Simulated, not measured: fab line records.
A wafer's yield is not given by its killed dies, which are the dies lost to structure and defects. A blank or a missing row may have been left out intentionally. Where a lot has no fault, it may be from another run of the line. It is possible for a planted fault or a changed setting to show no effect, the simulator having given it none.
What tool caused it? | flow berkeley-cmos170 | 7 lots, 21 wafers sampled, at 3 steps of a route of 331

== WHAT EACH GAUGE READ, for each wafer ==
UCB170_PSD_TW_MEAS_10.
lot  | measured     | on            | PSD_TW
L119 | day 7 20:52  | film-metro-04 | 2362 2348 2358
L120 | day 8 08:10  | film-metro-04 | 2320 2312 2306
L126 | day 9 03:44  | film-metro-02 | 2359 2368 2352
L129 | day 9 17:30  | film-metro-04 | 2298 2312 2309
L136 | day 11 01:41 | film-metro-03 | 2318 2321 2323
L138 | day 11 22:48 | film-metro-03 | 2073 2089 2084
L141 | day 12 12:31 | film-metro-03 | 2320 2332 2325

== TOOL THAT RAN EACH LOT (tool first, then ch and the chambers of the sampled wafers, then the start) ==
lot  | UCB170_PSD_IMPLANT_08           | UCB170_PSD_STRIP_09
L119 | implanter-01 ch 0, day 7 20:37  | plasma-asher-01 ch 0,1, day 7 20:46
L120 | implanter-01 ch 0, day 8 07:56  | plasma-asher-04 ch 0,1, day 8 08:04
L126 | implanter-02 ch 0, day 9 03:29  | plasma-asher-04 ch 0,1, day 9 03:38
L129 | implanter-01 ch 0, day 9 17:16  | plasma-asher-01 ch 0,1, day 9 17:23
L136 | implanter-04 ch 0, day 11 01:28 | plasma-asher-03 ch 0,1, day 11 01:35
L138 | implanter-01 ch 0, day 11 22:33 | plasma-asher-03 ch 0, day 11 22:42
L141 | implanter-02 ch 0, day 12 12:17 | plasma-asher-03 ch 0,1, day 12 12:25
- UCB170_PSD_IMPLANT_08
- UCB170_PSD_STRIP_09: strips in O2.

== THE ANSWER, worked out from the rows above alone ==
Rule: what is usual is taken from the lots themselves. Put in order of their means at a reading, lots are off if they are a third of the lots or fewer, leave a main group of 4 or more, and stand apart from it by a gap of 3 or more times the standard deviation of the main group's means; of several such gaps the widest counts. The tables above print the reading to a certain number of digits; a main group whose means all agree to those digits is not used. A lot without any number at a reading at which 4 lots or more have one is off too. All remaining lots with rows at the step are treated as sound.
Off: L138, at UCB170_PSD_TW_MEAS_10 (PSD_TW). For the main group the mean is 2330 and the standard deviation 21.
A tool fits if, at a process step before that reading, it ran every lot that is off, and no sound lot after the first of them. The gauges at UCB170_PSD_TW_MEAS_10 are tried like those tools. One fits: implanter-01 at UCB170_PSD_IMPLANT_08. A fault onset in the window from L129 (day 9 17:16, its last sound lot) to L138 (day 11 22:33, its first lot off) fits.

== WHAT THE SIMULATOR HAD PUT IN ==
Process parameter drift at UCB170_PSD_IMPLANT_08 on implanter-01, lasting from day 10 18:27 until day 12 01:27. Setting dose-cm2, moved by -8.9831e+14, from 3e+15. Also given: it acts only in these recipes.
Shown lots that were struck: L138. The same result came from the rule above.
